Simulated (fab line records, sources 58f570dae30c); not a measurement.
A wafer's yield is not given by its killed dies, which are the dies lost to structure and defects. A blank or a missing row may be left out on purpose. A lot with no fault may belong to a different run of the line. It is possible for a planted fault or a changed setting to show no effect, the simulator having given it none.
The tool behind it: which one? / flow berkeley cmos170 / 7 lots, 21 wafers sampled, at 1 step of a route of 331

WHAT THE GAUGES READ, wafer by wafer
UCB170_START_THK_MEAS_03.
lot=L694; measured=day 2 03:20; on=film metro-02; START_OXIDE_THK (nm)=19.9 19.9 19.8
lot=L701; measured=day 3 18:02; on=film metro-04; START_OXIDE_THK (nm)=21.4 21.3 21.2
lot=L704; measured=day 4 09:32; on=film metro-04; START_OXIDE_THK (nm)=19.6 19.7 19.8
lot=L706; measured=day 4 17:58; on=film metro-03; START_OXIDE_THK (nm)=20.0 20.1 19.9
lot=L709; measured=day 5 10:22; on=film metro-02; START_OXIDE_THK (nm)=20.5 20.5 20.5
lot=L711; measured=day 5 16:07; on=film metro-04; START_OXIDE_THK (nm)=20.1 20.5 20.4
lot=L714; measured=day 6 14:48; on=film metro-03; START_OXIDE_THK (nm)=20.3 20.2 20.1

WHAT TOOL EACH LOT RAN ON (gives the tool, then ch and the chambers of the sampled wafers, and finally the start)
Before these readings, the record contains no process step.

THE ANSWER, worked out from the rows above alone
Rule: usual is defined by the lots themselves. Put in order of their means at a reading, lots are off if they are a third of the lots or fewer, leave a main group of 4 or more, and stand apart from it by a gap of 3 or more times the standard deviation of the main group's means; of several such gaps the widest counts. If all means in a main group match to the digits the tables above print for the reading, that group is not used. Also off: a lot with no number at a reading for which 4 or more lots have one. Where the step has rows for the other lots, those lots are counted as sound.
No lot is off at any reading shown: from this, nothing can be told.

WHAT THE SIMULATOR HAD PUT IN
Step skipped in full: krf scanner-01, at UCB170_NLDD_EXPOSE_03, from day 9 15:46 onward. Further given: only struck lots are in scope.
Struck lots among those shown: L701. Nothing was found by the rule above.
